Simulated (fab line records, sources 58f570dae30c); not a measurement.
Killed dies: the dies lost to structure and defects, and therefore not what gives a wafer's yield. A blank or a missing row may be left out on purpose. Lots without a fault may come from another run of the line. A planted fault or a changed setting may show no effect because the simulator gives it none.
fab line records :: flow berkeley_cmos170
record
  lots=7
  wafers=21
  last_day=12
route steps=331 shown PSD@176 NSD@187
lots with no fault: from the same line, run without faults
start_h: hours from the record's opening day to when the first of the lot's shown wafers began :: wait_h: time in hours since the lot's previous step :: " same as the row above :: L1.1+2: one row covering several wafers at once :: - no value present, or no start provided :: * or withheld: withheld :: < > ~ a bound
route shown NAME@n: names a module that has steps shown in the file, with the first one's number in the route :: usual: mean/standard deviation taken from wafers without a fault :: same: alike in all rows :: chamber/n: place in a boat :: sites: the reading at each site :: _std_site: the standard deviation of these :: _edge_site: outer sites' mean less inner sites' :: radius_mm: how far each site lies from the wafer's centre :: mask NAME#n: copy n :: behind: the tool/chamber that last shaped the wafer :: hold: why the lot was held/for how many hours/how that ended :: device: whichever transistor did not switch (one of n, p or np) :: end of line: tests run on the same wafers once the route is complete :: where a step has no rows: the recipe by itself :: killed: count of dies lost to structure and defects at first sort (not the wafer's yield) :: map: a wafer's dies, x killed, . not, _ none there
set.NAME: the run value of the setting; set.NAME@STEP: its run value at that earlier step :: model.NAME: the simulator's own value behind a step, which no gauge read
certain route steps with their lots: each step a table, each wafer a row
services: a tool's chamber out of use, with start hour (start_h, from the record's first day; less than 0 if before it), hours out, and reason
## steps
# step UCB170_PSD_COAT_01
# recipe
  resist=KrF
  spin_rpm=1468
  resist_thk_nm=900
# step UCB170_PSD_SOFTBAKE_02
# recipe
  resist=KrF
  temp_c=130
  time_s=60
# step UCB170_PSD_EXPOSE_03
# recipe
  mask_id=PSELECT_MOD
  na=0.5
  sigma_outer=0.6
  source_shape=conventional
  target_cd_nm=1200
  dose_mj=30
# step UCB170_PSD_PEB_04
# recipe
  peb_temp_c=130
  peb_time_s=withheld
  resist=KrF
# step UCB170_PSD_DEVELOP_05
# recipe
  developer=TMAH
  develop_time_s=45
  resist=KrF
  dev_temp_c=21
# step UCB170_PSD_CD_MEAS_06
# recipe
  target_cd_nm=1200
# usual
  cd_nm=1199.6/1.5
lot.wafer: L113.1
tool: cd_sem-02
chamber: -
start_h: 135.47
wait_h: -
cd_nm: 1201.3

lot.wafer: L113.3
tool: cd_sem-02
chamber: -
start_h: 135.47
wait_h: -
cd_nm: 1200.4

lot.wafer: L113.5
tool: cd_sem-02
chamber: -
start_h: 135.47
wait_h: -
cd_nm: 1200.3

lot.wafer: L118.1
tool: cd_sem-02
chamber: -
start_h: 166.28
wait_h: -
cd_nm: 1203.6

lot.wafer: L118.3
tool: cd_sem-02
chamber: -
start_h: 166.28
wait_h: -
cd_nm: 1202.7

lot.wafer: L118.5
tool: cd_sem-02
chamber: -
start_h: 166.28
wait_h: -
cd_nm: 1202.8

lot.wafer: L122.1
tool: cd_sem-01
chamber: -
start_h: 183.40
wait_h: -
cd_nm: 1200.2

lot.wafer: L122.2
tool: cd_sem-01
chamber: -
start_h: 183.40
wait_h: -
cd_nm: 1201.3

lot.wafer: L122.3
tool: cd_sem-01
chamber: -
start_h: 183.40
wait_h: -
cd_nm: 1200.4

lot.wafer: L125.2
tool: cd_sem-02
chamber: -
start_h: 195.98
wait_h: -
cd_nm: 1202.7

lot.wafer: L125.3
tool: cd_sem-02
chamber: -
start_h: 195.98
wait_h: -
cd_nm: 1201.0

lot.wafer: L125.4
tool: cd_sem-02
chamber: -
start_h: 195.98
wait_h: -
cd_nm: 1200.7

lot.wafer: L123.3
tool: cd_sem-01
chamber: -
start_h: 196.24
wait_h: -
cd_nm: 1199.3

lot.wafer: L123.4
tool: cd_sem-01
chamber: -
start_h: 196.24
wait_h: -
cd_nm: 1200.7

lot.wafer: L123.5
tool: cd_sem-01
chamber: -
start_h: 196.24
wait_h: -
cd_nm: 1198.9

lot.wafer: L131.3
tool: cd_sem-02
chamber: -
start_h: 223.35
wait_h: -
cd_nm: 1200.4

lot.wafer: L131.5
tool: cd_sem-02
chamber: -
start_h: 223.35
wait_h: -
cd_nm: 1199.6

lot.wafer: L131.6
tool: cd_sem-02
chamber: -
start_h: 223.35
wait_h: -
cd_nm: 1199.6

lot.wafer: L134.3
tool: cd_sem-01
chamber: -
start_h: 251.56
wait_h: -
cd_nm: 1196.8

lot.wafer: L134.4
tool: cd_sem-01
chamber: -
start_h: 251.56
wait_h: -
cd_nm: 1198.4

lot.wafer: L134.6
tool: cd_sem-01
chamber: -
start_h: 251.56
wait_h: -
cd_nm: 1196.5
# step UCB170_PSD_OVL_MEAS_07
# usual
  PSD_OVL=3/5.8
lot.wafer: L113.1
tool: overlay-02
chamber: -
start_h: 135.59
wait_h: 0.1
PSD_OVL[nm]: -1

lot.wafer: L113.3
tool: overlay-02
chamber: -
start_h: 135.59
wait_h: 0.1
PSD_OVL[nm]: 4

lot.wafer: L113.5
tool: overlay-02
chamber: -
start_h: 135.59
wait_h: 0.1
PSD_OVL[nm]: 6

lot.wafer: L118.1
tool: overlay-01
chamber: -
start_h: 166.40
wait_h: 0.1
PSD_OVL[nm]: 2

lot.wafer: L118.3
tool: overlay-01
chamber: -
start_h: 166.40
wait_h: 0.1
PSD_OVL[nm]: 8

lot.wafer: L118.5
tool: overlay-01
chamber: -
start_h: 166.40
wait_h: 0.1
PSD_OVL[nm]: 2

lot.wafer: L122.1
tool: overlay-01
chamber: -
start_h: 183.52
wait_h: 0.1
PSD_OVL[nm]: 10

lot.wafer: L122.2
tool: overlay-01
chamber: -
start_h: 183.52
wait_h: 0.1
PSD_OVL[nm]: 7

lot.wafer: L122.3
tool: overlay-01
chamber: -
start_h: 183.52
wait_h: 0.1
PSD_OVL[nm]: 7

lot.wafer: L125.2
tool: overlay-01
chamber: -
start_h: 196.09
wait_h: 0.1
PSD_OVL[nm]: 15

lot.wafer: L125.3
tool: overlay-01
chamber: -
start_h: 196.09
wait_h: 0.1
PSD_OVL[nm]: 2

lot.wafer: L125.4
tool: overlay-01
chamber: -
start_h: 196.09
wait_h: 0.1
PSD_OVL[nm]: 14

lot.wafer: L123.3
tool: overlay-02
chamber: -
start_h: 196.33
wait_h: 0.1
PSD_OVL[nm]: 0

lot.wafer: L123.4
tool: overlay-02
chamber: -
start_h: 196.33
wait_h: 0.1
PSD_OVL[nm]: 2

lot.wafer: L123.5
tool: overlay-02
chamber: -
start_h: 196.33
wait_h: 0.1
PSD_OVL[nm]: 3

lot.wafer: L131.3
tool: overlay-02
chamber: -
start_h: 223.44
wait_h: 0.1
PSD_OVL[nm]: 5

lot.wafer: L131.5
tool: overlay-02
chamber: -
start_h: 223.44
wait_h: 0.1
PSD_OVL[nm]: 13

lot.wafer: L131.6
tool: overlay-02
chamber: -
start_h: 223.44
wait_h: 0.1
PSD_OVL[nm]: 10

lot.wafer: L134.3
tool: overlay-01
chamber: -
start_h: 251.65
wait_h: 0.1
PSD_OVL[nm]: 0

lot.wafer: L134.4
tool: overlay-01
chamber: -
start_h: 251.65
wait_h: 0.1
PSD_OVL[nm]: 4

lot.wafer: L134.6
tool: overlay-01
chamber: -
start_h: 251.65
wait_h: 0.1
PSD_OVL[nm]: 1
# step UCB170_PSD_IMPLANT_08
# recipe
  species=B
  dose_cm2=3e+15
  energy_kev=20
  tilt_deg=7
# step UCB170_PSD_STRIP_09
# recipe
  chemistry=O2
  power_w=400
  pressure_mtorr=3500
  platen_temp_c=withheld
  o2_flow_sccm=400
  overash_fraction=0.5
# usual
  drypump_motor_current_A=5.7/0.55
  oes_product_au=0.601/0.0045
  strip_time_to_endpoint_s=29.63/0.06
# same
  overash_fraction=0.5
lot.wafer: L113.1
tool: plasma_asher-03
chamber: 0
start_h: 135.78
wait_h: 0.1
drypump_motor_current_A: 5.8
oes_product_au: 0.606
rf_hours_counter_h: 42
strip_time_to_endpoint_s: 29.58

lot.wafer: L113.3
tool: plasma_asher-03
chamber: 0
start_h: 135.78
wait_h: 0.1
drypump_motor_current_A: 5.7
oes_product_au: 0.605
rf_hours_counter_h: -
strip_time_to_endpoint_s: 29.58

lot.wafer: L113.5
tool: plasma_asher-03
chamber: 0
start_h: 135.78
wait_h: 0.1
drypump_motor_current_A: 5.8
oes_product_au: 0.595
rf_hours_counter_h: -
strip_time_to_endpoint_s: 29.57

lot.wafer: L118.1
tool: plasma_asher-01
chamber: 1
start_h: 166.59
wait_h: 0.1
drypump_motor_current_A: 5.9
oes_product_au: 0.604
rf_hours_counter_h: 5
strip_time_to_endpoint_s: 29.57

lot.wafer: L118.3
tool: plasma_asher-01
chamber: 1
start_h: 166.59
wait_h: 0.1
drypump_motor_current_A: 5.9
oes_product_au: 0.607
rf_hours_counter_h: -
strip_time_to_endpoint_s: 29.69

lot.wafer: L118.5
tool: plasma_asher-01
chamber: 0
start_h: 166.59
wait_h: 0.1
drypump_motor_current_A: 6.1
oes_product_au: 0.600
rf_hours_counter_h: -
strip_time_to_endpoint_s: 29.61

lot.wafer: L122.1
tool: plasma_asher-01
chamber: 1
start_h: 183.70
wait_h: 0.1
drypump_motor_current_A: 5.9
oes_product_au: 0.612
rf_hours_counter_h: 7
strip_time_to_endpoint_s: 29.55

lot.wafer: L122.2
tool: plasma_asher-01
chamber: 0
start_h: 183.70
wait_h: 0.1
drypump_motor_current_A: 6.1
oes_product_au: 0.600
rf_hours_counter_h: 7
strip_time_to_endpoint_s: 29.60

lot.wafer: L122.3
tool: plasma_asher-01
chamber: 0
start_h: 183.70
wait_h: 0.1
drypump_motor_current_A: 6.1
oes_product_au: 0.609
rf_hours_counter_h: -
strip_time_to_endpoint_s: 29.52

lot.wafer: L125.2
tool: plasma_asher-02
chamber: 0
start_h: 196.27
wait_h: 0.1
drypump_motor_current_A: 6.2
oes_product_au: 0.596
rf_hours_counter_h: 46
strip_time_to_endpoint_s: 29.55

lot.wafer: L125.3
tool: plasma_asher-02
chamber: 1
start_h: 196.27
wait_h: 0.1
drypump_motor_current_A: 4.8
oes_product_au: 0.598
rf_hours_counter_h: -
strip_time_to_endpoint_s: 29.56

lot.wafer: L125.4
tool: plasma_asher-02
chamber: 0
start_h: 196.27
wait_h: 0.1
drypump_motor_current_A: 6.2
oes_product_au: 0.602
rf_hours_counter_h: -
strip_time_to_endpoint_s: 29.62

lot.wafer: L123.3
tool: plasma_asher-01
chamber: 1
start_h: 196.54
wait_h: 0.1
drypump_motor_current_A: 5.9
oes_product_au: 0.595
rf_hours_counter_h: -
strip_time_to_endpoint_s: 29.56

lot.wafer: L123.4
tool: plasma_asher-01
chamber: 0
start_h: 196.54
wait_h: 0.1
drypump_motor_current_A: 6.1
oes_product_au: 0.596
rf_hours_counter_h: -
strip_time_to_endpoint_s: 29.62

lot.wafer: L123.5
tool: plasma_asher-01
chamber: 1
start_h: 196.54
wait_h: 0.1
drypump_motor_current_A: 5.9
oes_product_au: 0.599
rf_hours_counter_h: -
strip_time_to_endpoint_s: 29.69

lot.wafer: L131.3
tool: plasma_asher-03
chamber: 1
start_h: 223.64
wait_h: 0.1
drypump_motor_current_A: 5.2
oes_product_au: 0.600
rf_hours_counter_h: -
strip_time_to_endpoint_s: 29.60

lot.wafer: L131.5
tool: plasma_asher-03
chamber: 0
start_h: 223.64
wait_h: 0.1
drypump_motor_current_A: 5.7
oes_product_au: 0.607
rf_hours_counter_h: -
strip_time_to_endpoint_s: 29.60

lot.wafer: L131.6
tool: plasma_asher-03
chamber: 1
start_h: 223.64
wait_h: 0.1
drypump_motor_current_A: 5.2
oes_product_au: 0.597
rf_hours_counter_h: -
strip_time_to_endpoint_s: 29.57

lot.wafer: L134.3
tool: plasma_asher-02
chamber: 1
start_h: 251.86
wait_h: 0.1
drypump_motor_current_A: 4.8
oes_product_au: 0.604
rf_hours_counter_h: -
strip_time_to_endpoint_s: 29.66

lot.wafer: L134.4
tool: plasma_asher-02
chamber: 0
start_h: 251.86
wait_h: 0.1
drypump_motor_current_A: 6.2
oes_product_au: 0.601
rf_hours_counter_h: -
strip_time_to_endpoint_s: 29.62

lot.wafer: L134.6
tool: plasma_asher-02
chamber: 1
start_h: 251.86
wait_h: 0.1
drypump_motor_current_A: 4.8
oes_product_au: 0.610
rf_hours_counter_h: -
strip_time_to_endpoint_s: 29.68
# step UCB170_PSD_TW_MEAS_10
# usual
  PSD_TW=2318/24
lot.wafer: L113.1
tool: film_metro-03
chamber: -
start_h: 135.88
wait_h: 0.1
PSD_TW: 2324

lot.wafer: L113.3
tool: film_metro-03
chamber: -
start_h: 135.88
wait_h: 0.1
PSD_TW: 2322

lot.wafer: L113.5
tool: film_metro-03
chamber: -
start_h: 135.88
wait_h: 0.1
PSD_TW: 2323

lot.wafer: L118.1
tool: film_metro-03
chamber: -
start_h: 166.69
wait_h: 0.1
PSD_TW: 2320

lot.wafer: L118.3
tool: film_metro-03
chamber: -
start_h: 166.69
wait_h: 0.1
PSD_TW: 2312

lot.wafer: L118.5
tool: film_metro-03
chamber: -
start_h: 166.69
wait_h: 0.1
PSD_TW: 2319

lot.wafer: L122.1
tool: film_metro-03
chamber: -
start_h: 183.80
wait_h: 0.1
PSD_TW: 2329

lot.wafer: L122.2
tool: film_metro-03
chamber: -
start_h: 183.80
wait_h: 0.1
PSD_TW: 2341

lot.wafer: L122.3
tool: film_metro-03
chamber: -
start_h: 183.80
wait_h: 0.1
PSD_TW: 2323

lot.wafer: L125.2
tool: film_metro-01
chamber: -
start_h: 196.38
wait_h: 0.1
PSD_TW: 2271

lot.wafer: L125.3
tool: film_metro-01
chamber: -
start_h: 196.38
wait_h: 0.1
PSD_TW: 2282

lot.wafer: L125.4
tool: film_metro-01
chamber: -
start_h: 196.38
wait_h: 0.1
PSD_TW: 2277

lot.wafer: L123.3
tool: film_metro-03
chamber: -
start_h: 196.62
wait_h: 0.1
PSD_TW: 2341

lot.wafer: L123.4
tool: film_metro-03
chamber: -
start_h: 196.62
wait_h: 0.1
PSD_TW: 2335

lot.wafer: L123.5
tool: film_metro-03
chamber: -
start_h: 196.62
wait_h: 0.1
PSD_TW: 2350

lot.wafer: L131.3
tool: film_metro-01
chamber: -
start_h: 223.73
wait_h: 0.1
PSD_TW: 2283

lot.wafer: L131.5
tool: film_metro-01
chamber: -
start_h: 223.73
wait_h: 0.1
PSD_TW: 2302

lot.wafer: L131.6
tool: film_metro-01
chamber: -
start_h: 223.73
wait_h: 0.1
PSD_TW: 2281

lot.wafer: L134.3
tool: film_metro-01
chamber: -
start_h: 251.94
wait_h: 0.1
PSD_TW: 2289

lot.wafer: L134.4
tool: film_metro-01
chamber: -
start_h: 251.94
wait_h: 0.1
PSD_TW: 2283

lot.wafer: L134.6
tool: film_metro-01
chamber: -
start_h: 251.94
wait_h: 0.1
PSD_TW: 2297
# step UCB170_PSD_CLEAN_11
# recipe
  chemistry=SPM
  temp_c=120
  time_s=600
# step UCB170_NSD_HMDS_00
# recipe
  prime_time_s=60
  prime_temp_c=100
# step UCB170_NSD_COAT_01
# recipe
  resist=KrF
  spin_rpm=1500
  resist_thk_nm=900
# usual
  chill_plate_temp_C=23.01/0.11
  dispense_pressure_kPa=50.6/2
lot.wafer: L113.1
tool: litho_track-04
chamber: 0
start_h: 136.26
wait_h: 0.1
chill_plate_temp_C: 22.97
dispense_pressure_kPa: 49.2

lot.wafer: L113.3
tool: litho_track-04
chamber: 0
start_h: 136.26
wait_h: 0.1
chill_plate_temp_C: 22.76
dispense_pressure_kPa: 49.2

lot.wafer: L113.5
tool: litho_track-04
chamber: 0
start_h: 136.26
wait_h: 0.1
chill_plate_temp_C: 22.97
dispense_pressure_kPa: 49.2

lot.wafer: L118.1
tool: litho_track-04
chamber: 0
start_h: 167.76
wait_h: 0.1
chill_plate_temp_C: 22.99
dispense_pressure_kPa: 49.2

lot.wafer: L118.3
tool: litho_track-04
chamber: 0
start_h: 167.76
wait_h: 0.1
chill_plate_temp_C: 23.05
dispense_pressure_kPa: 49.2

lot.wafer: L118.5
tool: litho_track-04
chamber: 0
start_h: 167.76
wait_h: 0.1
chill_plate_temp_C: 22.99
dispense_pressure_kPa: 49.2

lot.wafer: L122.1
tool: litho_track-03
chamber: -
start_h: 184.31
wait_h: 0.1
chill_plate_temp_C: -
dispense_pressure_kPa: -

lot.wafer: L122.2
tool: litho_track-03
chamber: -
start_h: 184.31
wait_h: 0.1
chill_plate_temp_C: -
dispense_pressure_kPa: -

lot.wafer: L122.3
tool: litho_track-03
chamber: -
start_h: 184.31
wait_h: 0.1
chill_plate_temp_C: -
dispense_pressure_kPa: -

lot.wafer: L125.2
tool: litho_track-01
chamber: -
start_h: 198.46
wait_h: 0.1
chill_plate_temp_C: -
dispense_pressure_kPa: -

lot.wafer: L125.3
tool: litho_track-01
chamber: -
start_h: 198.46
wait_h: 0.1
chill_plate_temp_C: -
dispense_pressure_kPa: -

lot.wafer: L125.4
tool: litho_track-01
chamber: -
start_h: 198.46
wait_h: 0.1
chill_plate_temp_C: -
dispense_pressure_kPa: -

lot.wafer: L123.3
tool: litho_track-04
chamber: -
start_h: 198.49
wait_h: 0.1
chill_plate_temp_C: -
dispense_pressure_kPa: -

lot.wafer: L123.4
tool: litho_track-04
chamber: -
start_h: 198.49
wait_h: 0.1
chill_plate_temp_C: -
dispense_pressure_kPa: -

lot.wafer: L123.5
tool: litho_track-04
chamber: -
start_h: 198.49
wait_h: 0.1
chill_plate_temp_C: -
dispense_pressure_kPa: -

lot.wafer: L131.3
tool: litho_track-03
chamber: 0
start_h: 225.58
wait_h: 0.1
chill_plate_temp_C: 23.01
dispense_pressure_kPa: 53.8

lot.wafer: L131.5
tool: litho_track-03
chamber: 0
start_h: 225.58
wait_h: 0.1
chill_plate_temp_C: 22.90
dispense_pressure_kPa: 53.8

lot.wafer: L131.6
tool: litho_track-03
chamber: 0
start_h: 225.58
wait_h: 0.1
chill_plate_temp_C: 22.94
dispense_pressure_kPa: 53.8

lot.wafer: L134.3
tool: litho_track-04
chamber: 0
start_h: 253.83
wait_h: 0.1
chill_plate_temp_C: 22.98
dispense_pressure_kPa: 49.2

lot.wafer: L134.4
tool: litho_track-04
chamber: 0
start_h: 253.83
wait_h: 0.1
chill_plate_temp_C: 22.84
dispense_pressure_kPa: 49.2

lot.wafer: L134.6
tool: litho_track-04
chamber: 0
start_h: 253.83
wait_h: 0.1
chill_plate_temp_C: 22.73
dispense_pressure_kPa: 49.2
# step UCB170_NSD_SOFTBAKE_02
# recipe
  resist=KrF
  temp_c=130
  time_s=60
# step UCB170_NSD_EXPOSE_03
# recipe
  mask_id=NSELECT_MOD
  na=0.5
  sigma_outer=0.6
  source_shape=conventional
  target_cd_nm=1200
  dose_mj=29.42
# step UCB170_NSD_PEB_04
# recipe
  peb_temp_c=130
  peb_time_s=withheld
  resist=KrF
# step UCB170_NSD_DEVELOP_05
# recipe
  developer=TMAH
  develop_time_s=45
  resist=KrF
  dev_temp_c=21
# step UCB170_NSD_CD_MEAS_06
# recipe
  target_cd_nm=1200
# usual
  cd_nm=1199.9/1.4
lot.wafer: L113.1
tool: cd_sem-01
chamber: -
start_h: 136.95
wait_h: -
cd_nm: 1198.8

lot.wafer: L113.3
tool: cd_sem-01
chamber: -
start_h: 136.95
wait_h: -
cd_nm: 1198.6

lot.wafer: L113.5
tool: cd_sem-01
chamber: -
start_h: 136.95
wait_h: -
cd_nm: 1199.1

lot.wafer: L118.1
tool: cd_sem-01
chamber: -
start_h: 168.64
wait_h: -
cd_nm: 1200.6

lot.wafer: L118.3
tool: cd_sem-01
chamber: -
start_h: 168.64
wait_h: -
cd_nm: 1199.6

lot.wafer: L118.5
tool: cd_sem-01
chamber: -
start_h: 168.64
wait_h: -
cd_nm: 1200.9

lot.wafer: L122.1
tool: cd_sem-02
chamber: -
start_h: 185.19
wait_h: -
cd_nm: -

lot.wafer: L122.2
tool: cd_sem-02
chamber: -
start_h: 185.19
wait_h: -
cd_nm: -

lot.wafer: L122.3
tool: cd_sem-02
chamber: -
start_h: 185.19
wait_h: -
cd_nm: -

lot.wafer: L125.2
tool: cd_sem-02
chamber: -
start_h: 199.58
wait_h: -
cd_nm: -

lot.wafer: L125.3
tool: cd_sem-02
chamber: -
start_h: 199.58
wait_h: -
cd_nm: -

lot.wafer: L125.4
tool: cd_sem-02
chamber: -
start_h: 199.58
wait_h: -
cd_nm: -

lot.wafer: L123.3
tool: cd_sem-02
chamber: -
start_h: 199.75
wait_h: -
cd_nm: -

lot.wafer: L123.4
tool: cd_sem-02
chamber: -
start_h: 199.75
wait_h: -
cd_nm: -

lot.wafer: L123.5
tool: cd_sem-02
chamber: -
start_h: 199.75
wait_h: -
cd_nm: -

lot.wafer: L131.3
tool: cd_sem-02
chamber: -
start_h: 227.15
wait_h: -
cd_nm: 1201.0

lot.wafer: L131.5
tool: cd_sem-02
chamber: -
start_h: 227.15
wait_h: -
cd_nm: 1200.7

lot.wafer: L131.6
tool: cd_sem-02
chamber: -
start_h: 227.15
wait_h: -
cd_nm: 1200.4

lot.wafer: L134.3
tool: cd_sem-02
chamber: -
start_h: 255.39
wait_h: -
cd_nm: 1200.5

lot.wafer: L134.4
tool: cd_sem-02
chamber: -
start_h: 255.39
wait_h: -
cd_nm: 1202.0

lot.wafer: L134.6
tool: cd_sem-02
chamber: -
start_h: 255.39
wait_h: -
cd_nm: 1201.1
# step UCB170_NSD_OVL_MEAS_07
# usual
  NSD_OVL=-1/6.8
lot.wafer: L113.1
tool: overlay-01
chamber: -
start_h: 137.07
wait_h: 0.1
NSD_OVL[nm]: 8

lot.wafer: L113.3
tool: overlay-01
chamber: -
start_h: 137.07
wait_h: 0.1
NSD_OVL[nm]: 4

lot.wafer: L113.5
tool: overlay-01
chamber: -
start_h: 137.07
wait_h: 0.1
NSD_OVL[nm]: 8

lot.wafer: L118.1
tool: overlay-02
chamber: -
start_h: 168.76
wait_h: 0.1
NSD_OVL[nm]: -3

lot.wafer: L118.3
tool: overlay-02
chamber: -
start_h: 168.76
wait_h: 0.1
NSD_OVL[nm]: -2

lot.wafer: L118.5
tool: overlay-02
chamber: -
start_h: 168.76
wait_h: 0.1
NSD_OVL[nm]: -7

lot.wafer: L122.1
tool: overlay-02
chamber: -
start_h: 185.31
wait_h: 0.1
NSD_OVL[nm]: -

lot.wafer: L122.2
tool: overlay-02
chamber: -
start_h: 185.31
wait_h: 0.1
NSD_OVL[nm]: -

lot.wafer: L122.3
tool: overlay-02
chamber: -
start_h: 185.31
wait_h: 0.1
NSD_OVL[nm]: -

lot.wafer: L125.2
tool: overlay-01
chamber: -
start_h: 199.69
wait_h: 0.1
NSD_OVL[nm]: -

lot.wafer: L125.3
tool: overlay-01
chamber: -
start_h: 199.69
wait_h: 0.1
NSD_OVL[nm]: -

lot.wafer: L125.4
tool: overlay-01
chamber: -
start_h: 199.69
wait_h: 0.1
NSD_OVL[nm]: -

lot.wafer: L123.3
tool: overlay-02
chamber: -
start_h: 199.84
wait_h: 0.1
NSD_OVL[nm]: -

lot.wafer: L123.4
tool: overlay-02
chamber: -
start_h: 199.84
wait_h: 0.1
NSD_OVL[nm]: -

lot.wafer: L123.5
tool: overlay-02
chamber: -
start_h: 199.84
wait_h: 0.1
NSD_OVL[nm]: -

lot.wafer: L131.3
tool: overlay-01
chamber: -
start_h: 227.24
wait_h: 0.1
NSD_OVL[nm]: 1

lot.wafer: L131.5
tool: overlay-01
chamber: -
start_h: 227.24
wait_h: 0.1
NSD_OVL[nm]: 8

lot.wafer: L131.6
tool: overlay-01
chamber: -
start_h: 227.24
wait_h: 0.1
NSD_OVL[nm]: -6

lot.wafer: L134.3
tool: overlay-01
chamber: -
start_h: 255.49
wait_h: 0.1
NSD_OVL[nm]: -5

lot.wafer: L134.4
tool: overlay-01
chamber: -
start_h: 255.49
wait_h: 0.1
NSD_OVL[nm]: 14

lot.wafer: L134.6
tool: overlay-01
chamber: -
start_h: 255.49
wait_h: 0.1
NSD_OVL[nm]: 4
## services
tool: plasma_asher-01
chamber: 0
start_h: 117.75
hours: -
kind: clean

tool: plasma_asher-01
chamber: 1
start_h: 117.75
hours: -
kind: clean

tool: plasma_asher-03
chamber: -
start_h: 156.02
hours: 8.5
kind: repair

tool: plasma_asher-01
chamber: -
start_h: 253.22
hours: 0.5
kind: repair
## key
first_sign
  step=UCB170_NSD_COAT_01
  reading=tool_record
  direction=missing
effect
  step=UCB170_NSD_CD_MEAS_06
  reading=cd_nm
  direction=missing
effect
  step=UCB170_NSD_OVL_MEAS_07
  reading=NSD_OVL
  direction=missing
met_at UCB170_NSD_COAT_01
struck_wafers L122.1,L122.2,L122.3,L123.3,L123.4,L123.5,L125.2,L125.3,L125.4
sort_left_out L122.1,L122.2,L122.3,L123.3,L123.4,L123.5,L125.2,L125.3,L125.4
tester_left_out L122,L123,L125
onset_between 167.76 184.31
fault
  kind=skipped_step_whole
  tool=litho_track-01,litho_track-03,litho_track-04
  chamber=-
  onset_h=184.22
  steps=UCB170_NSD_COAT_01
  scope=struck_lots_only
# tester_left_out: of these lots the tester's yield and bins aren't shown, on N5 and GAA mostly nor the transistor test; their killed dies are dies lost to structure and defects alone, not to doping, threshold or leakage, so they don't give the yield
# sort_left_out: the simulated sort isn't trusted on such a fault, so these wafers' sort isn't shown, and their yield isn't known
